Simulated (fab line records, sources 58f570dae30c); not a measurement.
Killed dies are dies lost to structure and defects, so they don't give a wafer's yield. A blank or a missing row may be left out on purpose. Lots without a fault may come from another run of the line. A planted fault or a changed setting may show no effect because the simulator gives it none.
Which tool did it? | flow berkeley_cmos170 | 7 lots, 21 wafers sampled, at 3 steps of a route of 331

WHAT THE GAUGES READ, wafer by wafer
UCB170_NLDD_TW_MEAS_11.
lot  | measured     | on            | NLDD_TW
L326 | day 6 20:39  | film_metro-04 | 2253 2255 2251
L329 | day 7 13:37  | film_metro-03 | 2225 2223 2219
L331 | day 7 14:02  | film_metro-03 | 2224 2219 2227
L333 | day 7 22:26  | film_metro-01 | 2232 2222 2240
L335 | day 7 23:34  | film_metro-01 | 2252 2246 2249
L341 | day 9 12:01  | film_metro-03 | 2071 2080 2072
L346 | day 10 15:57 | film_metro-04 | 2250 2249 2243

WHICH TOOL RAN EACH LOT (tool, then ch and the chambers of the sampled wafers, then the start)
lot  | UCB170_NWELL_STRIP_15               | UCB170_NLDD_IMPLANT_08
L326 | plasma_asher-02 ch 0,1, day 2 18:20 | implanter-01 ch 0, day 6 20:16
L329 | plasma_asher-02 ch 0,1, day 3 04:20 | implanter-03 ch 0, day 7 13:13
L331 | plasma_asher-03 ch 0,1, day 3 16:50 | implanter-02 ch 0, day 7 13:40
L333 | plasma_asher-03 ch 0,1, day 3 20:53 | implanter-01 ch 0, day 7 22:02
L335 | plasma_asher-01 ch 0,1, day 4 04:44 | implanter-01 ch 0, day 7 23:10
L341 | plasma_asher-01 ch 0,1, day 5 14:37 | implanter-02 ch 0, day 9 11:37
L346 | plasma_asher-02 ch 0,1, day 6 21:10 | implanter-01 ch 0, day 10 15:35
- UCB170_NWELL_STRIP_15: strips in O2.
- UCB170_NLDD_IMPLANT_08

THE ANSWER, worked out from the rows above alone
Rule: what is usual is taken from the lots themselves. Put in order of their means at a reading, lots are off if they are a third of the lots or fewer, leave a main group of 4 or more, and stand apart from it by a gap of 3 or more times the standard deviation of the main group's means; of several such gaps the widest counts. A main group whose means are all the same, to the digits that the tables above print for the reading, isn't used. A lot without any number at a reading at which 4 lots or more have one is off too. The other lots that the step has rows for count as sound.
Off: L341, at UCB170_NLDD_TW_MEAS_11 (NLDD_TW). The main group: mean 2238, standard deviation 13.
A tool fits if, at a process step before that reading, it ran every lot that is off, and no sound lot after the first of them. The gauges at UCB170_NLDD_TW_MEAS_11 are tried like those tools. Can't be told from this: 3 tools fit, plasma_asher-01 at UCB170_NWELL_STRIP_15, implanter-02 at UCB170_NLDD_IMPLANT_08, film_metro-03 at UCB170_NLDD_TW_MEAS_11.

WHAT THE SIMULATOR HAD PUT IN
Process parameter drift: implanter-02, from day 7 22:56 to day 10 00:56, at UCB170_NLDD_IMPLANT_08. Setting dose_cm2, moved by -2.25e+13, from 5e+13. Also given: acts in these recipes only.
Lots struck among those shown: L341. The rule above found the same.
